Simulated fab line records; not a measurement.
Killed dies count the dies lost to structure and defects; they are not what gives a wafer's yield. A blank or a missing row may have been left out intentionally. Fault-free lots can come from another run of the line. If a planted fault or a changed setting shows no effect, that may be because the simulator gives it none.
A lot that was struck, set against a sound lot | flow berkeley_cmos170 | 14 out of 331 route steps
Sound: these wafers, L361.2, L361.3, L361.5. The struck wafers were L356.1, L356.4, L356.5. The cause is given at the end.
Each step with rows lists, per side, the tool, then ch with its chambers, then its first start. Under that, the readings that differ: sound wafers | struck wafers | difference of the means | sigmas: that difference in standard deviations of wafers without a fault.
alike: same words and numbers on both sides, and readings whose means sit less than 2 such deviations apart. not compared: any withheld reading, any reading some wafer has no value for, any bound like >300 that may hide the same value, and any number with overlapping values for which the record gives no deviation.
The two part at a step that has a row with sigmas, a row that says differs or no value, or rows on one side only. Numbers that don't overlap but have no deviation are shown without sigmas and don't part them. A reading that every wafer of one side lacks parts them only if that side has two wafers or more.

UCB170_M1_STRIP_13: strips in O2.
  sound on plasma_asher-04 ch 0,1, day 12 21:28; struck on plasma_asher-01 ch 0, day 12 11:16
  alike: drypump_motor_current_A, oes_product_au
  not compared: rf_hours_counter_h
UCB170_M1_CD_MEAS_90: target cd 700 nm.
  sound on cd_sem-02 at day 12 21:35; struck on cd_sem-01 at day 12 11:22
  alike: cd_nm
then, 1 step without rows for these wafers: UCB170_M1_ANNEAL_14 (time 1200 s).
UCB170_V1_CVD_00: deposits SiO2 from TEOS/O2, target thk 2000 nm, time 250 s.
  sound on pecvd-02 ch 1,2, day 12 23:02; struck on pecvd-02 ch 0,1,2, day 12 12:49
  alike: heater_power_w
UCB170_V1_THK_MEAS_01:
  sound on film_metro-04 at day 12 23:11; struck on film_metro-04 at day 12 12:58
  alike: V1_TEOS_THK
UCB170_V1_CMP_02: polishes SiO2.
  sound on cmp-01 ch 0,1, day 12 23:14; struck on cmp-01 ch 2,3, day 12 13:02
  alike: motor_current_A
UCB170_V1_BOW_MEAS_03:
  sound on film_metro-02 at day 12 23:34; struck on film_metro-02 at day 12 13:20
  alike: V1_BOW
UCB170_V1_THK_MEAS_04:
  sound on film_metro-02 at day 12 23:40; struck on film_metro-02 at day 12 13:27
  reading              | sound                | struck            | difference | sigmas
  V1_POLISHED_THK (nm) | 1001.5 1001.9 1001.5 | 998.9 999.2 999.5 | -2.4       | -2
then, 4 steps without rows for these wafers: UCB170_V1_CLEAN_05 (cleans in DIW); UCB170_V1_HMDS_06 (prime time 60 s); UCB170_V1_COAT_07 (resist thk 900 nm); UCB170_V1_SOFTBAKE_08 (time 60 s).
UCB170_V1_EXPOSE_09: exposes mask VIA1, target cd 700 nm.
  struck on krf_scanner-02, day 12 14:09; sound on krf_scanner-01 ch 0, day 13 02:41
  no value came back on the struck wafers for exposure_dose_mJ_cm2, focus_offset_nm (nm); on the sound wafers exposure_dose_mJ_cm2 reads 36.98 37.00 37.02
  alike: mask
then, 1 step without rows for these wafers: UCB170_V1_PEB_10.

## WHERE THEY PART
First at UCB170_V1_THK_MEAS_04; last, within this record, at UCB170_V1_EXPOSE_09.

WHY: what had been put in by the simulator
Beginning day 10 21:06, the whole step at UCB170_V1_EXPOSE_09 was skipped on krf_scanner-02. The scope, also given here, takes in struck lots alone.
